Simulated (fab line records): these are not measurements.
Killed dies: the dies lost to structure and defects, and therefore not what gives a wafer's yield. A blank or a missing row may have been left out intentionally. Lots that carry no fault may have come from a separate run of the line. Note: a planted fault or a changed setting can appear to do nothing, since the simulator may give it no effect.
8D (eight disciplines) problem report, filled in by code ; flow berkeleyCmos170 ; the parts of the form that need people (team, actions taken, sign-off) are left out

## 1. WHAT IS WRONG
Wafers without a fault read 49.6 s, standard deviation 2.2; runLengthS at UCB170_PWELL_WET_ETCH_20 reads a mean of 33.0 s on 6 wafers belonging to 2 lots. Relative to the usual mean, that is a shift of -7.5 standard deviations.
The step: etches SiO2 in BOE, time 22 s.
First observed at day 4 11:23: wafer L571.1, on wetBench-04. Wafers with a number at this step in the record: 42, from 14 lots. Rule for "out", or "out of limits": more than 4 standard deviations from the usual mean. All remaining wafers that have a number are taken as sound.

## 2. WHAT THIS IS AND IS NOT
question;is;is not
which readings at this step;runLengthS;-
which lots;L571, L573;L565, L566, L567, L569, L570, L577, L581, L582, L583, L585, L586, L587
which wafers of those lots;all that have a number;-
read on which tools;wetBench-04;wetBench-01, wetBench-03
when;from day 4 11:23;"up to then (15 sound wafers); but 21 sound wafers of L577, L581, L582, L583, L585, L586, L587 came after"

## 3. THE SUSPECTS, EACH WITH WHAT RULES IT OUT
Counting: a tool at any process step up to the reading remains a suspect when it ran all the lots that are out and ran no sound lot after the first of those.
- wetBench-04 at UCB170_PWELL_WET_ETCH_20 (etches SiO2 in BOE, time 22 s): kept. It processed each lot that is out, first L571 at day 4 11:23, and no sound lot thereafter; up to then, the last sound lot it processed was L569 at day 4 05:32. Its own readings are out on those wafers: runLengthS.
After counting, what remains is wetBench-04 at UCB170_PWELL_WET_ETCH_20.

## 4. THE CAUSE (what the simulator had put in)
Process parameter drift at UCB170_PWELL_WET_ETCH_20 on wetBench-04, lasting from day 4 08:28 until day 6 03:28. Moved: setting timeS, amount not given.
Only this tool survived the counting.

## 5. THE EFFECT CHAIN, in route order
Each row: a reading whose mean over the struck wafers that have a number lies more than 3 standard deviations from the usual. Readings are gone through only where the record gives a usual standard deviation; hours: the median, over the lots, of the time from a lot's start at the first step in this table giving one to that lot's start at this step; sigmas: the change measured in usual standard deviations.
hours;step;reading;usual;on struck wafers;change;sigmas
0;UCB170_PWELL_WET_ETCH_20;runLengthS;49.6 s;33.0;-16.6;-7.5
It contains these process steps:
- UCB170_PWELL_WET_ETCH_20: etches SiO2 in BOE, time 22 s.

## 6. HOW IT WOULD HAVE BEEN CAUGHT EARLIER
In this record no reading fell out of limits until day 4 11:23, 3 hours after the fault had begun at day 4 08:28.
